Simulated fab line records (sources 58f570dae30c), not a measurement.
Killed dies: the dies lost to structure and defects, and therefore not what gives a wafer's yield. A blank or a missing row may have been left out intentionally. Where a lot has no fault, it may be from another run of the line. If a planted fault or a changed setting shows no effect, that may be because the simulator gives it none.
Which tool was responsible? / flow berkeleyCmos170 / Sampling: 13 lots, 39 wafers, 5 of 331 route steps

== WHAT THE GAUGES SHOWED, per wafer ==
UCB170_M3_RS_MEAS_02: the measuring method here is four-point-probe.
lot=L212; measured=day 8 06:16; on=filmMetro-04; M3_AL_RS (ohm/sq)=0.0324 0.0328 0.0320
lot=L209; measured=day 8 06:50; on=filmMetro-02; M3_AL_RS (ohm/sq)=0.0326 0.0333 0.0330
lot=L211; measured=day 8 07:09; on=filmMetro-01; M3_AL_RS (ohm/sq)=0.0318 0.0321 0.0318
lot=L210; measured=day 8 09:10; on=filmMetro-02; M3_AL_RS (ohm/sq)=0.0310 0.0325 0.0321
lot=L221; measured=day 10 09:38; on=filmMetro-02; M3_AL_RS (ohm/sq)=0.0326 0.0324 0.0326
lot=L223; measured=day 11 09:46; on=filmMetro-04; M3_AL_RS (ohm/sq)=0.0323 0.0324 0.0324
lot=L226; measured=day 11 13:50; on=filmMetro-04; M3_AL_RS (ohm/sq)=0.0322 0.0326 0.0324
lot=L225; measured=day 11 13:31; on=filmMetro-01; M3_AL_RS (ohm/sq)=0.0324 0.0320 0.0322
lot=L227; measured=day 11 19:37; on=filmMetro-04; M3_AL_RS (ohm/sq)=0.0322 0.0322 0.0328
lot=L228; measured=day 12 08:06; on=filmMetro-01; M3_AL_RS (ohm/sq)=0.0318 0.0318 0.0323
lot=L230; measured=day 12 07:58; on=filmMetro-02; M3_AL_RS (ohm/sq)=0.0324 0.0324 0.0321
lot=L231; measured=day 12 15:40; on=filmMetro-01; M3_AL_RS (ohm/sq)=0.0322 0.0317 0.0323
lot=L232; measured=day 12 17:42; on=filmMetro-01; M3_AL_RS (ohm/sq)=0.0325 0.0326 0.0321

UCB170_M3_OVL_MEAS_16.
lot=L212; measured=day 8 08:22; on=overlay-01; M3_OVL (nm)=-12 -5 -10
lot=L209; measured=day 8 09:06; on=overlay-01; M3_OVL (nm)=5 -4 -3
lot=L211; measured=day 8 09:22; on=overlay-01; M3_OVL (nm)=0 3 -6
lot=L210; measured=day 8 11:26; on=overlay-02; M3_OVL (nm)=-7 -5 0
lot=L221; measured=day 10 12:53; on=overlay-02; M3_OVL (nm)=5 8 8
lot=L223; measured=day 11 11:44; on=overlay-02; M3_OVL (nm)=-13 -8 -11
lot=L226; measured=day 11 16:50; on=overlay-01; M3_OVL (nm)=-4 -12 0
lot=L225; measured=day 11 16:47; on=overlay-02; M3_OVL (nm)=-10 -9 -20
lot=L227; measured=day 11 21:42; on=overlay-02; M3_OVL (nm)=-11 -3 -11
lot=L228; measured=day 12 10:30; on=overlay-02; M3_OVL (nm)=-3 -8 -10
lot=L230; measured=day 12 10:26; on=overlay-01; M3_OVL (nm)=9 10 -5
lot=L231; measured=day 12 17:50; on=overlay-01; M3_OVL (nm)=-7 -5 -11
lot=L232; measured=day 12 20:07; on=overlay-02; M3_OVL (nm)=1 -18 -3

== WHAT TOOL EACH LOT RAN ON (gives the tool, then ch and the chambers of the sampled wafers, and finally the start) ==
lot=L212; UCB170_CONTACT_ETCH_17=rieDiel-01 ch 1,2,3, day 7 15:34; UCB170_V2_CVD_00=pecvd-03 ch 0,2, day 8 03:49; UCB170_M3_SPUTTER_01=pvdSputter-03, day 8 06:10
lot=L209; UCB170_CONTACT_ETCH_17=rieDiel-02 ch 0,2,3, day 7 17:22; UCB170_V2_CVD_00=pecvd-01 ch 0,2, day 8 04:09; UCB170_M3_SPUTTER_01=pvdSputter-01, day 8 06:43
lot=L211; UCB170_CONTACT_ETCH_17=rieDiel-01 ch 0,2, day 7 17:29; UCB170_V2_CVD_00=pecvd-04 ch 0,1, day 8 04:27; UCB170_M3_SPUTTER_01=pvdSputter-03, day 8 07:03
lot=L210; UCB170_CONTACT_ETCH_17=rieDiel-04 ch 1,2,3, day 7 19:25; UCB170_V2_CVD_00=pecvd-01 ch 0,1, day 8 06:26; UCB170_M3_SPUTTER_01=pvdSputter-03, day 8 09:02
lot=L221; UCB170_CONTACT_ETCH_17=rieDiel-04 ch 2,3, day 9 18:47; UCB170_V2_CVD_00=pecvd-03 ch 1,2, day 10 06:48; UCB170_M3_SPUTTER_01=pvdSputter-01, day 10 09:34
lot=L223; UCB170_CONTACT_ETCH_17=rieDiel-04 ch 0,1,3, day 10 12:55; UCB170_V2_CVD_00=pecvd-04 ch 1,2, day 11 05:40; UCB170_M3_SPUTTER_01=pvdSputter-01, day 11 09:40
lot=L226; UCB170_CONTACT_ETCH_17=rieDiel-02 ch 0,2, day 10 20:29; UCB170_V2_CVD_00=pecvd-04 ch 0,2, day 11 10:50; UCB170_M3_SPUTTER_01=pvdSputter-01, day 11 13:43
lot=L225; UCB170_CONTACT_ETCH_17=rieDiel-04 ch 1,2,3, day 10 22:32; UCB170_V2_CVD_00=pecvd-01 ch 0,1, day 11 10:33; UCB170_M3_SPUTTER_01=pvdSputter-02, day 11 13:26
lot=L227; UCB170_CONTACT_ETCH_17=rieDiel-01 ch 2,3, day 10 22:49; UCB170_V2_CVD_00=pecvd-03 ch 0,1,2, day 11 17:03; UCB170_M3_SPUTTER_01=pvdSputter-03, day 11 19:32
lot=L228; UCB170_CONTACT_ETCH_17=rieDiel-02 ch 0,1,2, day 11 14:25; UCB170_V2_CVD_00=pecvd-01 ch 0,1, day 12 05:14; UCB170_M3_SPUTTER_01=pvdSputter-02, day 12 07:58
lot=L230; UCB170_CONTACT_ETCH_17=rieDiel-01 ch 0,2,3, day 11 15:08; UCB170_V2_CVD_00=pecvd-03 ch 0,1, day 12 05:00; UCB170_M3_SPUTTER_01=pvdSputter-01, day 12 07:52
lot=L231; UCB170_CONTACT_ETCH_17=rieDiel-04 ch 0,2, day 12 00:17; UCB170_V2_CVD_00=pecvd-04 ch 0,1, day 12 12:25; UCB170_M3_SPUTTER_01=pvdSputter-02, day 12 15:35
lot=L232; UCB170_CONTACT_ETCH_17=rieDiel-01 ch 0,2,3, day 12 01:32; UCB170_V2_CVD_00=pecvd-03 ch 0,1,2, day 12 15:17; UCB170_M3_SPUTTER_01=pvdSputter-03, day 12 17:37
- UCB170_CONTACT_ETCH_17: etches BARC in N2/H2.
- UCB170_V2_CVD_00: deposits SiO2 from TEOS/O2, target thk 2000 nm, time 250 s.
- UCB170_M3_SPUTTER_01: material Al, target thk 900 nm, time 120 s.

== AS READ BY THE TOOLS THEMSELVES (means over the sampled wafers that have a number; for cases with no such wafer, the mark the record gives instead) ==
UCB170_CONTACT_ETCH_17.
lot=L212; tool=rieDiel-01; drypumpMotorCurrentA (A)=4.9; oesProductAu (a.u.)=1.005; throttleValvePct (%)=13.26
lot=L209; tool=rieDiel-02; drypumpMotorCurrentA (A)=5.5; oesProductAu (a.u.)=0.994; throttleValvePct (%)=13.39
lot=L211; tool=rieDiel-01; drypumpMotorCurrentA (A)=4.9; oesProductAu (a.u.)=1.002; throttleValvePct (%)=13.27
lot=L210; tool=rieDiel-04; drypumpMotorCurrentA (A)=5.6; oesProductAu (a.u.)=0.991; throttleValvePct (%)=13.40
lot=L221; tool=rieDiel-04; drypumpMotorCurrentA (A)=5.5; oesProductAu (a.u.)=0.991; throttleValvePct (%)=13.43
lot=L223; tool=rieDiel-04; drypumpMotorCurrentA (A)=5.8; oesProductAu (a.u.)=0.987; throttleValvePct (%)=13.38
lot=L226; tool=rieDiel-02; drypumpMotorCurrentA (A)=5.5; oesProductAu (a.u.)=0.979; throttleValvePct (%)=13.50
lot=L225; tool=rieDiel-04; drypumpMotorCurrentA (A)=5.6; oesProductAu (a.u.)=0.999; throttleValvePct (%)=13.40
lot=L227; tool=rieDiel-01; drypumpMotorCurrentA (A)=4.8; oesProductAu (a.u.)=0.991; throttleValvePct (%)=13.15
lot=L228; tool=rieDiel-02; drypumpMotorCurrentA (A)=5.6; oesProductAu (a.u.)=0.994; throttleValvePct (%)=13.47
lot=L230; tool=rieDiel-01; drypumpMotorCurrentA (A)=5.0; oesProductAu (a.u.)=1.001; throttleValvePct (%)=13.23
lot=L231; tool=rieDiel-04; drypumpMotorCurrentA (A)=6.1; oesProductAu (a.u.)=0.989; throttleValvePct (%)=13.34
lot=L232; tool=rieDiel-01; drypumpMotorCurrentA (A)=5.0; oesProductAu (a.u.)=1.004; throttleValvePct (%)=13.24

UCB170_V2_CVD_00.
lot=L212; tool=pecvd-03; heaterPowerW (W)=208
lot=L209; tool=pecvd-01; heaterPowerW (W)=236
lot=L211; tool=pecvd-04; heaterPowerW (W)=285
lot=L210; tool=pecvd-01; heaterPowerW (W)=258
lot=L221; tool=pecvd-03; heaterPowerW (W)=244
lot=L223; tool=pecvd-04; heaterPowerW (W)=227
lot=L226; tool=pecvd-04; heaterPowerW (W)=261
lot=L225; tool=pecvd-01; heaterPowerW (W)=292
lot=L227; tool=pecvd-03; heaterPowerW (W)=215
lot=L228; tool=pecvd-01; heaterPowerW (W)=244
lot=L230; tool=pecvd-03; heaterPowerW (W)=218
lot=L231; tool=pecvd-04; heaterPowerW (W)=271
lot=L232; tool=pecvd-03; heaterPowerW (W)=240

UCB170_M3_SPUTTER_01.
lot=L212; tool=pvdSputter-03; chamberPressurePa (Pa)=0.5003; throttleValvePct (%)=29.9
lot=L209; tool=pvdSputter-01; chamberPressurePa (Pa)=0.5006; throttleValvePct (%)=30.3
lot=L211; tool=pvdSputter-03; chamberPressurePa (Pa)=0.5004; throttleValvePct (%)=29.8
lot=L210; tool=pvdSputter-03; chamberPressurePa (Pa)=0.4805; throttleValvePct (%)=30.7
lot=L221; tool=pvdSputter-01; chamberPressurePa (Pa)=0.5003; throttleValvePct (%)=31.8
lot=L223; tool=pvdSputter-01; chamberPressurePa (Pa)=0.5014; throttleValvePct (%)=31.7
lot=L226; tool=pvdSputter-01; chamberPressurePa (Pa)=0.5010; throttleValvePct (%)=30.2
lot=L225; tool=pvdSputter-02; chamberPressurePa (Pa)=0.5000; throttleValvePct (%)=29.6
lot=L227; tool=pvdSputter-03; chamberPressurePa (Pa)=0.5000; throttleValvePct (%)=29.9
lot=L228; tool=pvdSputter-02; chamberPressurePa (Pa)=0.4998; throttleValvePct (%)=30.8
lot=L230; tool=pvdSputter-01; chamberPressurePa (Pa)=0.5005; throttleValvePct (%)=30.9
lot=L231; tool=pvdSputter-02; chamberPressurePa (Pa)=0.5005; throttleValvePct (%)=31.0
lot=L232; tool=pvdSputter-03; chamberPressurePa (Pa)=0.5002; throttleValvePct (%)=30.1

== THE ANSWER, worked out from the rows above alone ==
Rule: the usual values come from the lots themselves. The widest of any qualifying gaps counts: lots, ordered by their means at a reading, are off when they make up no more than a third of the lots, leave a main group of 4 or more, and stand apart from it by 3 or more times the standard deviation of that group's means. Not used: any main group whose means are identical at the precision the tables above print for the reading. Also off: a lot with no number at a reading for which 4 or more lots have one. All remaining lots with rows at the step are treated as sound. Order of review: gauges by route order, followed by the tools' own readings, for which a lot's mean as printed above is used. The first step at which some lot is off is used, and at that step the reading that is off furthest; a lot without a number counts as furthest.
Off at UCB170_M3_SPUTTER_01 (chamberPressurePa): L210. The main group has a mean of 0.5004 Pa with a standard deviation of 0.00042.
A tool fits if, at that step or a process step before it, it ran every lot that is off, and no sound lot after the first of them. None of those tried fits.

== WHAT THE SIMULATOR HAD INSERTED ==
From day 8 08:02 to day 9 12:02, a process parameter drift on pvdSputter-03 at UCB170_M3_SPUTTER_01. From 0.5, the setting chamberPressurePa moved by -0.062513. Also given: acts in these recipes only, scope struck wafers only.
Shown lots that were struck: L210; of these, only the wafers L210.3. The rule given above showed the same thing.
